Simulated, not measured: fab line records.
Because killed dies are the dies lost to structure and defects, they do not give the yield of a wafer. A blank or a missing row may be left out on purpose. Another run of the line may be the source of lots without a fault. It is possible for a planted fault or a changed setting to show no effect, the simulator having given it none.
What tool caused it? | flow rit cmos | 15 lots with 45 wafers sampled at 2 steps, on a route of 202 steps

WHAT EACH GAUGE READ, for each wafer
Not one reading of a measure or inspect step in the record can be checked against a usual standard deviation.

EACH LOT AND THE TOOL THAT RAN IT (in order: tool; ch and the chambers of the sampled wafers; start)
lot  | RIT_M1_SOFTBAKE_05               | RIT_M1_PROBE_99
L482 | litho track-02 ch 0, day 3 09:19 | prober-02, day 3 12:46
L483 | litho track-04 ch 0, day 3 16:19 | prober-01, day 3 19:41
L484 | litho track-04 ch 0, day 3 21:25 | prober-02, day 4 01:02
L485 | litho track-03 ch 0, day 3 23:42 | prober-01, day 4 03:14
L487 | litho track-04 ch 0, day 4 08:12 | prober-01, day 4 11:40
L488 | litho track-03 ch 0, day 4 11:46 | prober-02, day 4 17:38
L490 | litho track-03 ch 0, day 4 22:28 | prober-02, day 5 02:40
L491 | litho track-04 ch 0, day 5 05:13 | prober-01, day 5 08:34
L493 | litho track-03 ch 0, day 5 21:39 | prober-01, day 6 01:05
L495 | litho track-03 ch 0, day 6 07:44 | prober-02, day 6 11:01
L497 | litho track-03 ch 0, day 6 16:58 | prober-02, day 6 20:13
L499 | litho track-04 ch 0, day 6 19:29 | prober-02, day 6 22:52
L501 | litho track-02 ch 0, day 7 04:41 | prober-02, day 7 08:06
L503 | litho track-04 ch 0, day 8 02:35 | prober-02, day 8 06:06
L504 | litho track-02 ch 0, day 8 08:21 | prober-01, day 8 13:01
- RIT_M1_SOFTBAKE_05: time 61.98 s.
- RIT_M1_PROBE_99

AS READ BY THE TOOLS THEMSELVES (means over the sampled wafers that have a number; for cases with no such wafer, the mark the record gives instead)
RIT_M1_SOFTBAKE_05.
lot  | tool           | exhaust pa (Pa) | heater power total W (W) | plate sensor t centre C (C) | plate sensor t edge C (C)
L482 | litho track-02 | 44.8            | 34.60                    | 90.971                      | 91.017
L483 | litho track-04 | 44.4            | 34.63                    | 90.969                      | 91.019
L484 | litho track-04 | 43.8            | 34.63                    | 90.965                      | 91.013
L485 | litho track-03 | 44.2            | 34.68                    | 90.974                      | 91.019
L487 | litho track-04 | 44.1            | 34.67                    | 90.970                      | 91.033
L488 | litho track-03 | 45.9            | 34.63                    | 90.968                      | 91.025
L490 | litho track-03 | 45.3            | 34.59                    | 90.976                      | 91.015
L491 | litho track-04 | 44.2            | 34.65                    | 90.964                      | 91.015
L493 | litho track-03 | 44.9            | 33.97                    | 89.798                      | 89.838
L495 | litho track-03 | 45.6            | 33.95                    | 89.787                      | 89.840
L497 | litho track-03 | 44.9            | 34.02                    | 89.795                      | 89.855
L499 | litho track-04 | 45.8            | 34.66                    | 90.962                      | 91.026
L501 | litho track-02 | 44.3            | 34.64                    | 90.954                      | 91.029
L503 | litho track-04 | 45.1            | 34.63                    | 90.976                      | 91.008
L504 | litho track-02 | 45.6            | 34.63                    | 90.966                      | 91.029

RIT_M1_PROBE_99.
lot  | tool      | killed_at_M0_to_M3 | killed at contacts | killed at front end | killed dies | killed on rim | killed open | killed short
L482 | prober-02 | 0.0                | 0.0                | 5                   | 5           | 1.7           | 1.7         | 2.7
L483 | prober-01 | 0.3                | 0.0                | 7                   | 7           | 0.7           | 3.0         | 4.0
L484 | prober-02 | 0.0                | 0.0                | 7                   | 7           | 1.3           | 2.7         | 4.3
L485 | prober-01 | 0.0                | 0.0                | 6                   | 6           | 2.3           | 3.3         | 2.7
L487 | prober-01 | 0.0                | 0.0                | 5                   | 5           | 0.3           | 3.7         | 1.3
L488 | prober-02 | 0.0                | 0.0                | 5                   | 5           | 1.0           | 3.7         | 1.3
L490 | prober-02 | 0.0                | 0.0                | 8                   | 8           | 2.7           | 3.7         | 4.7
L491 | prober-01 | 0.0                | 0.0                | 5                   | 5           | 1.3           | 1.7         | 3.0
L493 | prober-01 | 0.0                | 0.0                | 5                   | 5           | 1.7           | 2.3         | 3.0
L495 | prober-02 | 0.3                | 0.0                | 12                  | 12          | 2.3           | 7.0         | 5.0
L497 | prober-02 | 0.0                | 0.0                | 8                   | 8           | 3.3           | 5.3         | 3.0
L499 | prober-02 | 0.3                | 0.3                | 10                  | 11          | 3.7           | 5.3         | 5.3
L501 | prober-02 | 0.0                | 0.0                | 5                   | 5           | 1.0           | 3.3         | 2.0
L503 | prober-02 | 0.0                | 0.0                | 7                   | 7           | 0.7           | 4.3         | 2.3
L504 | prober-01 | 0.0                | 0.0                | 7                   | 7           | 1.7           | 4.0         | 3.3

THE ANSWER, worked out from the rows above alone
Rule: the usual values come from the lots themselves. Put in order of their means at a reading, lots are off if they are a third of the lots or fewer, leave a main group of 4 or more, and stand apart from it by a gap of 3 or more times the standard deviation of the main group's means; of several such gaps the widest counts. Not used: any main group whose means are identical at the precision the tables above print for the reading. A lot without any number at a reading at which 4 lots or more have one is off too. Any other lot the step has rows for is counted as sound. First the gauges in route order, then the tools' own readings, where a lot's mean is used as printed above. At the first step where some lot is off, the reading lying furthest off is the one used; lots without a number count as furthest.
Off, at RIT_M1_SOFTBAKE_05 on plate sensor t centre C: L493, L495, L497. The main group: mean 90.968 C, standard deviation 0.006.
A tool fits if, at that step or a process step before it, it ran every lot that is off, and no sound lot after the first of them. One candidate fits, namely litho track-03 at RIT_M1_SOFTBAKE_05. Its last sound lot is L490 (day 4 22:28), its first lot that is off L493 (day 5 21:39): a fault that began between those two fits.
The tool's own readings at RIT_M1_SOFTBAKE_05 bear it out: on the lots that are off they differ by more than 5 times the standard deviation of the sound lots' means. heater power total W reads 33.98 W there against 34.64 W on the sound lots; plate sensor t centre C reads 89.793 C there against 90.968 C on the sound lots; plate sensor t edge C reads 89.844 C there against 91.021 C on the sound lots.

WHAT THE SIMULATOR PUT IN
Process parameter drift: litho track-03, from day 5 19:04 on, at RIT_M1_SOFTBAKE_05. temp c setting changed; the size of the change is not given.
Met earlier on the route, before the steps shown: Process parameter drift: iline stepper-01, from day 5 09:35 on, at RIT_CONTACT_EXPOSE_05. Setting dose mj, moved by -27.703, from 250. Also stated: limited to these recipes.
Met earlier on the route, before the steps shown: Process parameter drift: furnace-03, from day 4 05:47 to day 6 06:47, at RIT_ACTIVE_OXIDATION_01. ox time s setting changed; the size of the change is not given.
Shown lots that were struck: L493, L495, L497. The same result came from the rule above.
